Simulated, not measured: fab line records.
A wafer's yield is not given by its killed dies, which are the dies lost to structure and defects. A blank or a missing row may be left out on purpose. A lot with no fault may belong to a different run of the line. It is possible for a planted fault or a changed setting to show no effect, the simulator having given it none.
Which tool was responsible? :: flow rit-cmos :: 7 lots, 21 wafers sampled, at 2 steps of a route of 202

## WHAT EACH GAUGE READ, for each wafer
RIT_CONTACT_OVL_MEAS_09.
lot: L323
measured: day 3 08:26
on: overlay-01
CONTACT_OVL (nm): -0.2 0.9 -0.1

lot: L325
measured: day 3 20:13
on: overlay-01
CONTACT_OVL (nm): -1.4 -2.1 -1.4

lot: L333
measured: day 5 14:00
on: overlay-01
CONTACT_OVL (nm): -150.3 -150.5 -151.5

lot: L335
measured: day 5 22:01
on: overlay-02
CONTACT_OVL (nm): -149.7 -149.2 -150.1

lot: L340
measured: day 7 00:35
on: overlay-01
CONTACT_OVL (nm): 0.7 0.7 0.9

lot: L343
measured: day 7 12:52
on: overlay-02
CONTACT_OVL (nm): -1.0 -1.2 -2.2

lot: L345
measured: day 8 05:01
on: overlay-01
CONTACT_OVL (nm): 0.6 -0.4 -1.1

## EACH LOT AND THE TOOL THAT RAN IT (in order: tool; ch and the chambers of the sampled wafers; start)
lot: L323
RIT_CONTACT_EXPOSE_05: iline-stepper-01 ch 0, day 3 07:50

lot: L325
RIT_CONTACT_EXPOSE_05: iline-stepper-01 ch 0, day 3 19:33

lot: L333
RIT_CONTACT_EXPOSE_05: iline-stepper-02 ch 0, day 5 13:22

lot: L335
RIT_CONTACT_EXPOSE_05: iline-stepper-02 ch 0, day 5 21:22

lot: L340
RIT_CONTACT_EXPOSE_05: iline-stepper-01 ch 0, day 6 23:58

lot: L343
RIT_CONTACT_EXPOSE_05: iline-stepper-01 ch 0, day 7 12:15

lot: L345
RIT_CONTACT_EXPOSE_05: iline-stepper-01 ch 0, day 8 04:24
- RIT_CONTACT_EXPOSE_05: exposes mask M11, target cd 1000 nm.

## THE ANSWER, worked out from the rows above alone
Rule: usual is defined by the lots themselves. Put in order of their means at a reading, lots are off if they are a third of the lots or fewer, leave a main group of 4 or more, and stand apart from it by a gap of 3 or more times the standard deviation of the main group's means; of several such gaps the widest counts. A main group is skipped when, at the precision printed for the reading in the tables above, its means are all equal. A lot without any number at a reading at which 4 lots or more have one is off too. Any other lot the step has rows for is counted as sound.
Off: L333, L335, seen at RIT_CONTACT_OVL_MEAS_09 (CONTACT_OVL). Main group: mean -0.5 nm, sd 0.93.
A tool fits if, at a process step before that reading, it ran every lot that is off, and no sound lot after the first of them. Those tools and the gauges at RIT_CONTACT_OVL_MEAS_09 are tried in the same way. One candidate fits, namely iline-stepper-02 at RIT_CONTACT_EXPOSE_05. It ran no sound lot before its first lot that is off in this sample, so the start can't be narrowed down.

## WHAT THE SIMULATOR PUT IN
Scanner matching overlay: iline-stepper-02, from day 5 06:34 on, at RIT_CONTACT_EXPOSE_05. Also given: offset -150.
Struck lots among those shown: L333, L335. Same finding as the rule above.
